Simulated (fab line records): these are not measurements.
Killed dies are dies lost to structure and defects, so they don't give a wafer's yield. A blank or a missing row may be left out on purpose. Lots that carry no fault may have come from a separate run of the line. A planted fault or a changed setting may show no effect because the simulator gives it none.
Which tool was responsible?    flow berkeleyCmos170    13 lots with 39 wafers sampled at 6 steps, on a route of 331 steps

WHAT THE GAUGES READ, wafer by wafer
UCB170_PFIELD_OVL_MEAS_06.
lot   measured     on          PFIELD_OVL (nm)
L112  day 4 03:51  overlay-01  -3 -1 0
L111  day 4 03:55  overlay-02  2 -5 -6
L113  day 4 09:39  overlay-02  5 2 2
L114  day 4 19:32  overlay-01  1 1 -2
L117  day 5 09:10  overlay-01  6 6 8
L119  day 6 04:40  overlay-02  8 6 5
L120  day 6 05:20  overlay-01  2 2 6
L123  day 6 16:21  overlay-01  1 2 -1
L126  day 7 14:53  overlay-01  3 0 0
L127  day 7 15:09  overlay-01  8 7 12
L128  day 7 22:53  overlay-02  -1 0 4
L131  day 8 08:17  overlay-02  -8 -3 -5
L130  day 8 08:36  overlay-01  4 6 14

UCB170_GATE_CD_MEAS_12: target cd 350 nm.
lot   measured     on        cdNm (nm)
L112  day 5 20:02  cdSem-01  348.9 348.6 348.0
L111  day 5 19:56  cdSem-02  352.5 352.7 352.4
L113  day 6 06:19  cdSem-01  350.8 350.3 351.0
L114  day 6 13:00  cdSem-02  352.1 352.7 351.6
L117  day 7 05:40  cdSem-01  350.0 350.1 349.3
L119  day 7 22:38  cdSem-02  350.9 349.6 350.2
L120  day 7 22:04  cdSem-01  351.3 350.1 349.4
L123  day 8 12:46  cdSem-02  351.2 351.5 350.9
L126  day 9 05:53  cdSem-01  350.9 351.7 349.9
L127  day 9 06:05  cdSem-02  351.7 351.0 351.6
L128  day 9 14:58  cdSem-02  349.0 349.7 349.2
L131  day 9 22:36  cdSem-01  353.5 351.9 352.7
L130  day 9 22:07  cdSem-02  351.5 351.5 349.7

UCB170_SDANNEAL_RS_MEAS_03: measurement is done with a four-point probe.
lot   measured      on            NSD_RS (ohm/sq)
L112  day 6 12:35   filmMetro-02  37.36 37.32 37.33
L111  day 6 12:37   filmMetro-03  37.44 37.30 37.39
L113  day 6 18:52   filmMetro-04  37.25 37.30 37.31
L114  day 7 09:01   filmMetro-04  37.15 37.19 37.23
L117  day 7 21:38   filmMetro-02  37.31 37.34 37.35
L119  day 8 13:20   filmMetro-02  38.14 38.16 38.20
L120  day 8 10:47   filmMetro-02  37.31 37.29 37.26
L123  day 9 03:42   filmMetro-02  38.08 38.19 38.19
L126  day 9 23:35   filmMetro-04  37.18 37.24 37.22
L127  day 9 23:41   filmMetro-03  37.29 37.38 37.39
L128  day 10 03:02  filmMetro-04  37.33 37.29 37.32
L131  day 10 17:06  filmMetro-03  37.23 37.22 37.19
L130  day 10 16:58  filmMetro-04  37.36 37.34 37.34

UCB170_M1_CD_MEAS_09: target cd 700 nm.
lot   measured      on        cdNm (nm)
L112  day 6 21:24   cdSem-02  700.0 700.7 701.9
L111  day 6 21:34   cdSem-01  700.1 698.0 698.5
L113  day 7 01:52   cdSem-01  702.7 701.7 703.2
L114  day 7 17:16   cdSem-01  703.2 703.8 704.3
L117  day 8 04:22   cdSem-02  699.9 699.9 699.9
L119  day 9 00:05   cdSem-01  698.3 698.9 699.8
L120  day 8 21:34   cdSem-01  700.9 701.5 701.2
L123  day 9 12:44   cdSem-02  700.4 699.6 700.8
L126  day 10 06:59  cdSem-02  700.6 700.4 700.9
L127  day 10 08:03  cdSem-01  698.7 699.1 698.0
L128  day 10 10:28  cdSem-02  699.2 699.2 697.8
L131  day 11 03:11  cdSem-02  701.3 699.1 701.2
L130  day 11 03:16  cdSem-01  698.4 697.4 698.6

TOOL THAT RAN EACH LOT (tool first, then ch and the chambers of the sampled wafers, then the start)
lot   UCB170_NSD_IMPLANT_08            UCB170_NSD_STRIP_09
L112  implanter-01 ch 0, day 6 10:52   plasmaAsher-02 ch 0,1, day 6 11:01
L111  implanter-02 ch 0, day 6 11:02   plasmaAsher-01 ch 0,1, day 6 11:10
L113  implanter-02 ch 0, day 6 16:56   plasmaAsher-02 ch 0,1, day 6 17:04
L114  implanter-03 ch 0, day 7 04:37   plasmaAsher-03 ch 0, day 7 04:46
L117  implanter-01 ch 0, day 7 20:02   plasmaAsher-02 ch 0,1, day 7 20:08
L119  implanter-02 ch 0, day 8 09:35   plasmaAsher-02 ch 0,1, day 8 09:43
L120  implanter-03 ch 0, day 8 09:08   plasmaAsher-02 ch 0,1, day 8 09:15
L123  implanter-02 ch 0, day 9 02:14   plasmaAsher-02 ch 0,1, day 9 02:23
L126  implanter-03 ch 0, day 9 20:22   plasmaAsher-01 ch 0,1, day 9 20:29
L127  implanter-01 ch 0, day 9 20:37   plasmaAsher-02 ch 0,1, day 9 20:44
L128  implanter-01 ch 0, day 10 01:35  plasmaAsher-02 ch 0,1, day 10 01:42
L131  implanter-03 ch 0, day 10 15:01  plasmaAsher-03 ch 0,1, day 10 15:10
L130  implanter-03 ch 0, day 10 14:39  plasmaAsher-03 ch 0,1, day 10 14:48
- UCB170_NSD_IMPLANT_08
- UCB170_NSD_STRIP_09: strips in O2.

AS READ BY THE TOOLS THEMSELVES (means over the sampled wafers that have a number; for cases with no such wafer, the mark the record gives instead)
UCB170_NSD_IMPLANT_08.
lot   tool          beamEnergyKeV
L112  implanter-01  40.001
L111  implanter-02  40.006
L113  implanter-02  39.999
L114  implanter-03  40.002
L117  implanter-01  40.025
L119  implanter-02  37.346
L120  implanter-03  40.002
L123  implanter-02  37.370
L126  implanter-03  39.998
L127  implanter-01  40.014
L128  implanter-01  40.024
L131  implanter-03  40.014
L130  implanter-03  40.003

UCB170_NSD_STRIP_09.
lot   tool            drypumpMotorCurrentA (A)  oesProductAu (a.u.)  stripTimeToEndpointS (s)
L112  plasmaAsher-02  5.7                       0.525                35.78
L111  plasmaAsher-01  5.7                       0.526                35.79
L113  plasmaAsher-02  5.7                       0.528                35.85
L114  plasmaAsher-03  5.4                       0.527                35.89
L117  plasmaAsher-02  5.4                       0.524                35.78
L119  plasmaAsher-02  5.6                       0.532                34.79
L120  plasmaAsher-02  5.5                       0.526                35.87
L123  plasmaAsher-02  5.7                       0.531                34.81
L126  plasmaAsher-01  6.1                       0.524                35.82
L127  plasmaAsher-02  5.6                       0.527                35.79
L128  plasmaAsher-02  5.5                       0.529                35.76
L131  plasmaAsher-03  5.7                       0.528                35.91
L130  plasmaAsher-03  5.9                       0.525                35.80

THE ANSWER, worked out from the rows above alone
Rule: what is usual is taken from the lots themselves. The widest of any qualifying gaps counts: lots, ordered by their means at a reading, are off when they make up no more than a third of the lots, leave a main group of 4 or more, and stand apart from it by 3 or more times the standard deviation of that group's means. A main group is skipped when, at the precision printed for the reading in the tables above, its means are all equal. Also off: a lot with no number at a reading for which 4 or more lots have one. The other lots that the step has rows for count as sound. First the gauges in route order, then the tools' own readings, where a lot's mean is used as printed above. The first step at which some lot is off is used, and at that step the reading that is off furthest; a lot without a number counts as furthest.
Off: L119, L123, at UCB170_SDANNEAL_RS_MEAS_03 (NSD_RS). For the main group the mean is 37.30 ohm/sq and the standard deviation 0.061.
A tool fits if, at a process step before that reading, it ran every lot that is off, and no sound lot after the first of them. Not tried: the gauges at UCB170_SDANNEAL_RS_MEAS_03; whatever is off there is also off at UCB170_NSD_IMPLANT_08, on other tools, and gauge error can't account for it. One fits: UCB170_NSD_IMPLANT_08 on implanter-02. Its last sound lot is L113 (day 6 16:56), its first lot that is off L119 (day 8 09:35): a fault that began between those two fits.
On the lots that are off, the tool's own readings at UCB170_NSD_IMPLANT_08 differ by more than 5 times the standard deviation of the sound lots' means, which bears it out; beamEnergyKeV reads 37.358 there versus 40.008 on the sound lots.

WHAT THE SIMULATOR HAD INSERTED
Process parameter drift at UCB170_NSD_IMPLANT_08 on implanter-02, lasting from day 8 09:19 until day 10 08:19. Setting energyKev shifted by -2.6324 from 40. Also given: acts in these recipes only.
Struck lots among those shown: L119, L123. The rule given above showed the same thing.
